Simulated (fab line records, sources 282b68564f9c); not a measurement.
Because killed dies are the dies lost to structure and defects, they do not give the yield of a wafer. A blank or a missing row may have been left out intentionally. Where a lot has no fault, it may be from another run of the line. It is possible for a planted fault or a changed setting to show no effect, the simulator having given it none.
Struck lot and sound lot, side by side	flow ritCmos	44 steps out of a route of 202
Sound: these wafers, L104.2, L104.4, L104.6. Wafers L114.4, L114.5, L114.6 were the ones struck. The cause is named last.
Order at every step that has rows: each side's tool, ch and its chambers, its first start. Under that, the readings that differ: sound wafers	struck wafers	difference of the means	sigmas: that difference in standard deviations of wafers without a fault.
alike: same words and numbers on both sides, and readings whose means sit less than 2 such deviations apart. not compared: any withheld reading, any reading some wafer has no value for, any bound like >300 that may hide the same value, and any number with overlapping values for which the record gives no deviation.
The two part at a step that has a row with sigmas, a row that says differs or no value, or rows on one side only. Numbers that have no deviation but don't overlap get no sigmas and don't part them. A reading that every wafer of one side lacks parts them only if that side has two wafers or more.

first, 3 steps without rows for these wafers: RIT_REOX_CLEAN_01 (cleans in dHF, time 30 s); RIT_REOX_CLEAN_02 (cleans in SC2, time 600 s); RIT_REOX_OXIDATION_03 (target thk 25.2 nm, ox time 5580 s).
RIT_REOX_THK_MEAS_04:
  sound: filmMetro-03 at day 3 11:14; struck: filmMetro-04 at day 5 12:59
reading	sound	struck	difference	sigmas
REOX_OXIDE_THK (nm)	26.0 25.6 25.7	24.7 25.2 24.9	-0.8	-2
then, 6 steps without rows for these wafers: RIT_NLDD_HMDS_00 (prime time 60 s); RIT_NLDD_COAT_01 (resist thk 1000 nm); RIT_NLDD_SOFTBAKE_02 (time 60 s); RIT_NLDD_EXPOSE_03 (exposes mask M7, target cd 40700 nm); RIT_NLDD_PEB_04; RIT_NLDD_DEVELOP_05 (develop time 50 s).
RIT_NLDD_OVL_MEAS_06:
  sound: overlay-02 at day 3 12:10; struck: overlay-02 at day 5 14:14
  alike: NLDD_OVL
then, 1 step without rows for these wafers: RIT_NLDD_HARDBAKE_07 (time 60 s).
RIT_NLDD_IMPLANT_08:
  sound on implanter-02 ch 0, day 3 12:22; struck on implanter-03 ch 0, day 5 14:28
  alike: endStationPressureTorr
RIT_NLDD_STRIP_09: strips in O2, time 180 s.
  sound on plasmaAsher-04 ch 0,1, day 3 12:30; struck on plasmaAsher-01 ch 0,1, day 5 14:37
  alike: drypumpMotorCurrentA
  not compared: rfHoursCounterH
RIT_NLDD_TW_MEAS_10:
  sound: filmMetro-01 at day 3 12:41; struck: filmMetro-04 at day 5 14:45
reading	sound	struck	difference	sigmas
NLDD_TW	2464 2458 2476	2317 2316 2311	-151	-8
then, 6 steps without rows for these wafers: RIT_PLDD_HMDS_00 (prime time 60 s); RIT_PLDD_COAT_01 (resist thk 1000 nm); RIT_PLDD_SOFTBAKE_02 (time 60 s); RIT_PLDD_EXPOSE_03 (exposes mask M8, target cd 40900 nm); RIT_PLDD_PEB_04; RIT_PLDD_DEVELOP_05 (develop time 50 s).
RIT_PLDD_OVL_MEAS_06:
  sound: overlay-02 at day 3 13:43; struck: overlay-02 at day 5 15:47
  alike: PLDD_OVL
then, 2 steps without rows for these wafers: RIT_PLDD_HARDBAKE_07 (time 60 s); RIT_PLDD_IMPLANT_08.
RIT_PLDD_STRIP_09: strips in O2, time 180 s.
  sound on plasmaAsher-03 ch 0,1, day 3 14:02; struck on plasmaAsher-01 ch 0,1, day 5 16:09
  alike: drypumpMotorCurrentA
  not compared: rfHoursCounterH
RIT_PLDD_TW_MEAS_10:
  sound: filmMetro-01 at day 3 14:14; struck: filmMetro-02 at day 5 16:18
reading	sound	struck	difference	sigmas
PLDD_TW	2315 2318 2319	2363 2347 2354	+37	+2
then, 4 steps without rows for these wafers: RIT_SPACER_CLEAN_00 (cleans in SC1, time 600 s); RIT_SPACER_CLEAN_01 (cleans in dHF, time 30 s); RIT_SPACER_CLEAN_02 (cleans in SC2, time 600 s); RIT_SPACER_CVD_03 (deposits Si3N4 from SiH2Cl2/NH3, target thk 250 nm, time 3347 s).
RIT_SPACER_THK_MEAS_04:
  sound: filmMetro-03 at day 3 16:34; struck: filmMetro-03 at day 5 19:37
  alike: SPACER_NITRIDE_THK
RIT_SPACER_ETCHBACK_05: etches Si3N4 in SF6/CHF3, stops on SiO2, target depth 250 nm, time 240 s.
  sound on rieDiel-03 ch 0,1,3, day 3 16:37; struck on rieDiel-01 ch 1,2,3, day 5 19:39
  alike: drypumpMotorCurrentA, oesProductAu, throttleValvePct
  not compared: rfHoursCounterH
then, 6 steps without rows for these wafers: RIT_NSD_HMDS_00 (prime time 60 s); RIT_NSD_COAT_01 (resist thk 1000 nm); RIT_NSD_SOFTBAKE_02 (time 60 s); RIT_NSD_EXPOSE_03 (exposes mask M9, target cd 40700 nm); RIT_NSD_PEB_04; RIT_NSD_DEVELOP_05 (develop time 50 s).
RIT_NSD_OVL_MEAS_06:
  sound: overlay-02 at day 3 17:38; struck: overlay-01 at day 5 20:40
  alike: NSD_OVL
then, 2 steps without rows for these wafers: RIT_NSD_HARDBAKE_07 (time 60 s); RIT_NSD_IMPLANT_08.
RIT_NSD_STRIP_09: strips in O2, time 180 s.
  sound on plasmaAsher-03 ch 0,1, day 3 17:58; struck on plasmaAsher-04 ch 0,1, day 5 21:02
  alike: drypumpMotorCurrentA
  not compared: rfHoursCounterH
RIT_SDANNEAL_RS_MEAS_07: a four-point-probe measurement.
  sound: filmMetro-04 at day 3 20:37; struck: filmMetro-04 at day 5 23:30
reading	sound	struck	difference	sigmas
NLDD_RS (ohm/sq)	150.9 151.4 151.0	185.1 185.4 185.3	+34.2	+71
RIT_M1_PROBE_99:
  sound: prober-01 at day 4 03:40; struck: prober-01 at day 6 06:58
reading	sound	struck	difference	sigmas
model.etest.nldd.rsOhmSqRange	7.817 8.27 12.04	174.6 171.4 174.2	+164.0	
model.etest.nmos_0p15.rOnOhmUm	1217 1164 1197	1286 1268 1318	+98	
model.etest.nldd.rsOhmSq	404.1 392.5 396.8	483.2 495.6 488.7	+91.4	
model.etest.nldd.rsOhmSqRimLessCentre	4.413 1.827 2.997	-82.95 -85.85 -82.36	-86.80	
model.etest.nmosTurned.driveUaUm	290.9 298.5 287.7	259.2 251.8 255.5	-36.9	
model.etest.nmos_0p15.driveUaUmRange	9.81 12.58 10.59	69.23 72.15 73.01	+60.47	
  alike: killedAtFrontEnd, killedDies, killedOpen, killedShort
  not compared: model.etest.nmos_0p3.rOnOhmUm, model.etest.nmos_0p15.driveUaUm

WHERE THEY PART
Earliest at RIT_REOX_THK_MEAS_04; latest, in this record, at RIT_SDANNEAL_RS_MEAS_07. Later steps at which nothing parts them and some readings are alike: RIT_M1_PROBE_99.

WHY: what the simulator had put in
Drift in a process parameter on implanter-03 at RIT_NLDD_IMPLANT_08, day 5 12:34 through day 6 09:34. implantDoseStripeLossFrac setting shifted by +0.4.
